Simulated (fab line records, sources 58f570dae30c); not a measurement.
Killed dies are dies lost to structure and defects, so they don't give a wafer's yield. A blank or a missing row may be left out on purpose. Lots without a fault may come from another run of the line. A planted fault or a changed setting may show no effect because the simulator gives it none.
A sampling plan put to the test | flow berkeley_cmos170 | one fab line, 14 faults that these records tell of, each judged on the records of the lots that it struck
The plan is the line's own looks: the steps of the route at which a gauge or an inspection reads the wafer and doesn't change it. A look can be judged if struck wafers have a number there and the file gives its usual mean and standard deviation on fault-free wafers. Caught: at a look after the fault's first step, the mean of the struck wafers lies 4 or more of those standard deviations (sigma) from the usual mean. On the tool: the same test on the tool's own readings at the fault's steps. Another recipe on the struck wafers, or a record that is blank for them alone, also counts as caught.

THE FAULTS, as the simulator had put them in
1. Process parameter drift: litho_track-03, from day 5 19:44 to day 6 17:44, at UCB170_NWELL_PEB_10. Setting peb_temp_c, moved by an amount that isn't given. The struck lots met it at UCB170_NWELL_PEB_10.
2. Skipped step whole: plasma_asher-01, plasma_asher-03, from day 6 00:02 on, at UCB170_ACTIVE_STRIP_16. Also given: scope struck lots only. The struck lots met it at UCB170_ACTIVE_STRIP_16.
3. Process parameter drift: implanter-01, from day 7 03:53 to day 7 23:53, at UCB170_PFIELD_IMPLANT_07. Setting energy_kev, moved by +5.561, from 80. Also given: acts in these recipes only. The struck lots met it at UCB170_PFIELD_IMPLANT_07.
4. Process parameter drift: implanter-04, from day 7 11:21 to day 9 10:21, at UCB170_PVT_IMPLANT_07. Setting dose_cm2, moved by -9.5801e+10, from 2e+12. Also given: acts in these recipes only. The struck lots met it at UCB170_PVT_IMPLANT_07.
5. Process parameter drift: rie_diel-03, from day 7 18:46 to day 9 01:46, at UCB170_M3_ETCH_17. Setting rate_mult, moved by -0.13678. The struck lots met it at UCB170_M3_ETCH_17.
6. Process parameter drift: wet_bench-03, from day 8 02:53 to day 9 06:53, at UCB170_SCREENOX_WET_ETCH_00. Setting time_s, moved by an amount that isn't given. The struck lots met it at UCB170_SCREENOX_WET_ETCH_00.
7. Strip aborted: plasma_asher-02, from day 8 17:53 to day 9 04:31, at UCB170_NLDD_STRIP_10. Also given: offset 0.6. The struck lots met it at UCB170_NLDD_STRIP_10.
8. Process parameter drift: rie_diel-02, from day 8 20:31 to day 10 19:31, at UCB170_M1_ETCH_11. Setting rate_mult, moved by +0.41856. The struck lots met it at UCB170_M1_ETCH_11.
9. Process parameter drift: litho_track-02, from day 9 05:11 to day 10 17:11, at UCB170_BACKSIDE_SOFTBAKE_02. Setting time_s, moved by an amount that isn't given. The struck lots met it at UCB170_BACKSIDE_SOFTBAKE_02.
10. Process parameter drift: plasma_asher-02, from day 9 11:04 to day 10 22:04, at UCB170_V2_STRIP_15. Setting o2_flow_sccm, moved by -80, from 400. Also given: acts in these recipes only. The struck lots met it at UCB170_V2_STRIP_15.
11. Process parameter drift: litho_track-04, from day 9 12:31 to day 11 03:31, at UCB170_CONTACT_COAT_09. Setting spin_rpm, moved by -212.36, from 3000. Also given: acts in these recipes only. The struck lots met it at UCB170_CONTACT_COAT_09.
12. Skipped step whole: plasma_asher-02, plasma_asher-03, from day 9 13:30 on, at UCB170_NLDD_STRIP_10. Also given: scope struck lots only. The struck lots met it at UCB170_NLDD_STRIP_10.
13. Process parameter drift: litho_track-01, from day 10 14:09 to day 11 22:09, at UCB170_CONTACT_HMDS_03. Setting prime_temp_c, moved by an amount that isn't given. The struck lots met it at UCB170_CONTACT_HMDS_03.
14. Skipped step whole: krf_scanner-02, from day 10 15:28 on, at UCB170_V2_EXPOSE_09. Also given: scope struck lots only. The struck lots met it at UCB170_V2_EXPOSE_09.

WHAT THE PLAN SAW
fault | on the tool itself                               | first look that catches it                   | reading, sigma | median hours from its first step to that look | hours from the fault's start to the first struck lot there | judged looks passed uncaught
1     | heater_power_total_W -75 sigma                   | no look after it can be judged               | -              | -                                             | -                                                          | 0
2     | the tool's record is blank for the struck wafers | no look after it can be judged               | -              | -                                             | -                                                          | 0
3     | beam_energy_keV +99 or beyond sigma              | no look after it can be judged               | -              | -                                             | -                                                          | 0
4     | dose_ions_cm2 -40 sigma                          | no look after it can be judged               | -              | -                                             | -                                                          | 0
5     | oes_product_au -6.9 sigma                        | no look after it can be judged               | -              | -                                             | -                                                          | 0
6     | run_length_s +6.9 sigma                          | not the one look that can be judged after it | -              | -                                             | -                                                          | 1
7     | oes_product_au +50 sigma                         | no look after it can be judged               | -              | -                                             | -                                                          | 0
8     | oes_product_au +16 sigma                         | no look after it can be judged               | -              | -                                             | -                                                          | 0
9     | run_length_s +99 or beyond sigma                 | no look after it can be judged               | -              | -                                             | -                                                          | 0
10    | o2_flow_sccm -60 sigma                           | no look after it can be judged               | -              | -                                             | -                                                          | 0
11    | spin_speed_rpm -96 sigma                         | no look after it can be judged               | -              | -                                             | -                                                          | 0
12    | the tool's record is blank for the struck wafers | no look after it can be judged               | -              | -                                             | -                                                          | 0
13    | prime_temp_c -10 sigma                           | no look after it can be judged               | -              | -                                             | -                                                          | 0
14    | no reading that can be judged                    | no look after it can be judged               | -              | -                                             | -                                                          | 0
A dash: the fault isn't caught, or these records don't give the number.

Caught at a look: 0 of 14. Caught on the tool: 13 of 14. By one or the other: 13 of 14.
Caught on the tool alone: faults 1, 2, 3, 4, 5, 6, 7, 8, 9, 10, 11, 12, 13.
Caught by neither: fault 14.
